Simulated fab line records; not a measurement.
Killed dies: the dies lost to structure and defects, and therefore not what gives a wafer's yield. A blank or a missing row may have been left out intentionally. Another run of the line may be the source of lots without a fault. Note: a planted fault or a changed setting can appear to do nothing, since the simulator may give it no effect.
Chamber matching / flow berkeley cmos170 / UCB170_V2_CVD_00 on pecvd-04 has 3 sister chambers
The step deposits SiO2 from TEOS/O2, target thk 2000 nm, time 250 s. 6 wafers are shown with their chamber, then 7 later ones without.

## WAFERS PAIRED WITH THEIR CHAMBERS
wafer=L451.3; chamber=0; heater power w (W)=310
wafer=L451.4; chamber=0; heater power w (W)=229
wafer=L456.4; chamber=2; heater power w (W)=205
wafer=L456.6; chamber=1; heater power w (W)=274
wafer=L458.3; chamber=2; heater power w (W)=281
wafer=L458.5; chamber=1; heater power w (W)=270

## WAFERS MISSING THEIR CHAMBER
wafer=L458.6; heater power w (W)=309
wafer=L459.2; heater power w (W)=267
wafer=L459.5; heater power w (W)=203
wafer=L459.6; heater power w (W)=308
wafer=L462.3; heater power w (W)=251
wafer=L462.5; heater power w (W)=274
wafer=L462.6; heater power w (W)=211

## EACH ONE'S CHAMBER
wafer=L458.6; from the rows above=can't be placed: 1 or 0 or 2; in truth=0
wafer=L459.2; from the rows above=can't be placed: 0 or 1 or 2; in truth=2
wafer=L459.5; from the rows above=can't be placed: 2 or 0 or 1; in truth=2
wafer=L459.6; from the rows above=can't be placed: 1 or 0 or 2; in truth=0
wafer=L462.3; from the rows above=can't be placed: 2 or 0 or 1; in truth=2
wafer=L462.5; from the rows above=can't be placed: 1 or 0 or 2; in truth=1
wafer=L462.6; from the rows above=can't be placed: 2 or 0 or 1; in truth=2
Correct placement for 0 of the 7. Can't be placed from these rows: 7 (the true chamber is among the candidates in 7). 0 placed wrongly.
How it was worked out, from the rows above alone: a wafer's distance from a chamber is the root of the sum, over the readings, of the square of ((its reading less the chamber's mean) divided by the reading's scatter). The wafer belongs to the nearest chamber; if the next one is less than 2 further off, it can't be placed. A chamber's mean is the mean of its shown wafers. The scatter: take each reading less its chamber's mean, square it, sum over the shown wafers, divide by the number of wafers less the number of chambers, and take the root.
